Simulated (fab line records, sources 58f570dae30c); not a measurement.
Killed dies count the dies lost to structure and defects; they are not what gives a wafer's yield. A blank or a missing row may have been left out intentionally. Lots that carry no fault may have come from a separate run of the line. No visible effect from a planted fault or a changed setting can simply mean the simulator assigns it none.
Chamber matching ; flow berkeleyCmos170 ; UCB170_V1_CMP_02 on cmp-02: 4 sister chambers
The step polishes SiO2. 8 wafers are shown with their chamber, then 9 later ones without.

== WAFERS PAIRED WITH THEIR CHAMBERS ==
wafer;chamber;motorCurrentA (A);platenRpm (rpm)
L335.3;3;20.1;59.99
L337.2;1;17.3;60.02
L337.6;0;15.7;60.06
L338.1;1;16.8;59.99
L338.2;3;19.3;59.96
L346.2;2;13.3;59.95
L346.4;0;15.9;60.02
L346.5;2;14.3;60.04

== WAFERS WHOSE CHAMBER IS MISSING ==
wafer;motorCurrentA (A);platenRpm (rpm)
L349.2;14.8;59.91
L349.4;20.3;60.04
L349.5;18.5;60.04
L350.3;14.2;59.97
L350.4;16.2;60.04
L350.5;17.1;60.04
L351.3;14.6;60.07
L351.4;17.7;60.00
L351.5;19.0;60.00

== EACH ONE'S CHAMBER ==
wafer;from the rows above;in truth
L349.2;can't be placed: 2 or 0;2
L349.4;3;3
L349.5;can't be placed: 3 or 1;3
L350.3;2;2
L350.4;can't be placed: 0 or 1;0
L350.5;can't be placed: 1 or 0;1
L351.3;can't be placed: 2 or 0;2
L351.4;1;1
L351.5;3;3
Placed correctly: 4 of 9. Cannot be placed on the basis of these rows: 5; the candidates contain the true chamber in 5. Wrongly placed: 0.
How it was worked out, from the rows above alone: a wafer's distance from a chamber is the root of the sum, over the readings, of the square of ((its reading less the chamber's mean) divided by the reading's scatter). The wafer belongs to the nearest chamber; if the next one is less than 2 further off, it can't be placed. The mean given for a chamber averages the wafers shown for that chamber. How the scatter is found: for the shown wafers, subtract from each reading the mean of its chamber, square and add these, divide the total by (wafers less chambers), then take the root.
